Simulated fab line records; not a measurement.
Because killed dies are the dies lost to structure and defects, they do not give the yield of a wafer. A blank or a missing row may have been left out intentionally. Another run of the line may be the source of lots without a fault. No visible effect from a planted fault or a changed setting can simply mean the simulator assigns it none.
Struck lot and sound lot, side by side + flow berkeley cmos170 + 26 steps out of a route of 331
Sound: wafers L946.1, L946.2, L946.5. Wafers L941.1, L941.2, L941.3 were the ones struck. The cause is given at the end.
Order at every step that has rows: each side's tool, ch and its chambers, its first start. Under that, the readings that differ: sound wafers + struck wafers + difference of the means + sigmas: that difference in standard deviations of wafers without a fault.
alike: same words and numbers on both sides, and readings whose means sit less than 2 such deviations apart. not compared: any withheld reading, any reading some wafer has no value for, any bound like >300 that may hide the same value, and any number with overlapping values for which the record gives no deviation.
Wherever a step has rows on one side only, a row that says differs or no value, or a row with sigmas, the two part there. Numbers that don't overlap but have no deviation are shown without sigmas and don't part them. Lack of a reading on every wafer of one side parts them only where that side has two or more wafers.

first, 3 steps without rows for these wafers: UCB170_PVT_EXPOSE_03 (exposes mask NWELL, target cd 3000 nm); UCB170_PVT_PEB_04; UCB170_PVT_DEVELOP_05 (develop time 45 s).
UCB170_PVT_OVL_MEAS_06:
  sound: overlay-02 at day 10 00:05; struck: overlay-02 at day 8 22:36
  alike: PVT_OVL
then, 1 step without rows for these wafers: UCB170_PVT_IMPLANT_07.
UCB170_PVT_STRIP_08: strips in O2.
  sound on plasma asher-04 ch 0,1, day 10 00:16; struck on plasma asher-03 ch 0,1, day 8 22:47
  alike: chamber pressure mTorr, drypump motor current A, oes product au, strip time to endpoint s
  not compared: rf hours counter h
UCB170_PVT_TW_MEAS_09:
  sound: film metro-03 at day 10 00:22; struck: film metro-03 at day 8 22:53
  alike: PVT_TW
then, 1 step without rows for these wafers: UCB170_GATE_WET_ETCH_00 (etches SiO2 in dHF, time 200 s).
UCB170_FIELD_THK_MEAS_91:
  sound: film metro-01 at day 10 00:31; struck: film metro-01 at day 8 23:01
  alike: FIELD_OXIDE_LEFT_2_THK
then, 1 step without rows for these wafers: UCB170_GATE_OXIDATION_01 (target thk 6.6 nm, ox time 1800 s).
UCB170_GATE_THK_MEAS_02:
  sound: film metro-02 at day 10 04:26; struck: film metro-03 at day 9 02:49
  alike: GATE_OXIDE_THK
then, 1 step without rows for these wafers: UCB170_GATE_ANNEAL_03 (time 1800 s).
UCB170_GATE_CVD_04: deposits poly-Si from SiH4, time 1440 s, target thk 214 nm.
  sound on lpcvd-01 ch 1, day 10 10:37; struck on lpcvd-02 ch 0, day 9 08:56
| reading                                  | sound             | struck        | difference | sigmas |
|------------------------------------------|-------------------|---------------|------------|--------|
| model.poly-Si_of_GATE_CVD_04.thk nm (nm) | 211.1 210.4 210.8 | 360 360.1 360 | +149       |        |
UCB170_GATE_THK_MEAS_05:
  sound: film metro-04 at day 10 12:05; struck: film metro-03 at day 9 10:20
| reading            | sound             | struck            | difference | sigmas |
|--------------------|-------------------|-------------------|------------|--------|
| GATE_POLY_THK (nm) | 211.2 210.6 210.7 | 360.0 360.2 360.2 | +149.3     | +75    |
then, 6 steps without rows for these wafers: UCB170_GATE_COAT_06; UCB170_GATE_COAT_07 (resist thk 900 nm); UCB170_GATE_SOFTBAKE_08 (time 59.19 s); UCB170_GATE_EXPOSE_09 (exposes mask POLY, target cd 350 nm); UCB170_GATE_PEB_10; UCB170_GATE_DEVELOP_11 (develop time 45 s).
UCB170_GATE_CD_MEAS_12 targets a cd of 350 nm.
  sound: cd sem-01 at day 10 13:51; struck: cd sem-01 at day 9 11:31
  alike: cd nm
UCB170_GATE_OVL_MEAS_13:
  sound: overlay-01 at day 10 13:58; struck: overlay-01 at day 9 11:38
  alike: GATE_OVL
UCB170_GATE_ETCH_14: etches BARC in N2/H2.
  sound on rie diel-01 ch 0,2,3, day 10 14:01; struck on rie diel-01 ch 0,1,2, day 9 11:40
  alike: chamber pressure mTorr, drypump motor current A, n2 flow sccm, oes product au, throttle valve pct
UCB170_GATE_ETCH_15: etches poly-Si in HBr/Cl2, stops on SiO2, time 56.3 s, target depth 278.2 nm.
  sound on rie si-02 ch 0,1,3, day 10 14:03; struck on rie si-01 ch 0,2,3, day 9 11:43
| reading                          | sound             | struck            | difference | sigmas |
|----------------------------------|-------------------|-------------------|------------|--------|
| oes product au (a.u.)            | 0.820 0.801 0.795 | 0.988 1.000 1.005 | +0.192     | +12    |
| model.etch.depth nm (nm)         | 211.1 210.4 210.8 | 270.9 273.1 274.9 | +62.2      |        |
| model.GATE.feature depth nm (nm) | 211.2 210.4 210.8 | 270.9 273.1 274.9 | +62.2      |        |
  alike: HBr_flow_sccm, chamber pressure mTorr, drypump motor current A, throttle valve pct
  not compared: rf hours counter h
UCB170_GATE_STRIP_16: strips in O2.
  sound on plasma asher-02 ch 0,1, day 10 14:06; struck on plasma asher-04 ch 0,1, day 9 11:46
| reading                                  | sound           | struck            | difference | sigmas |
|------------------------------------------|-----------------|-------------------|------------|--------|
| drypump motor current A (A)              | 5.8 6.2 6.3     | 4.6 5.2 4.6       | -1.3       | -2     |
| model.poly-Si_of_GATE_CVD_04.thk nm (nm) | 210.8 210 210.4 | 359.6 359.8 359.7 | +149.3     |        |
  alike: chamber pressure mTorr, oes product au
  not compared: rf hours counter h
UCB170_GATE_CD_MEAS_90 targets a cd of 350 nm.
  sound: cd sem-02 at day 10 14:14; struck: cd sem-01 at day 9 11:59
  alike: cd nm

## WHERE THEY PART
Last at UCB170_GATE_STRIP_16 as far as this record goes, first at UCB170_GATE_THK_MEAS_05. Later steps at which nothing parts them and some readings are alike: UCB170_GATE_CD_MEAS_90.

WHY: what the simulator had put in
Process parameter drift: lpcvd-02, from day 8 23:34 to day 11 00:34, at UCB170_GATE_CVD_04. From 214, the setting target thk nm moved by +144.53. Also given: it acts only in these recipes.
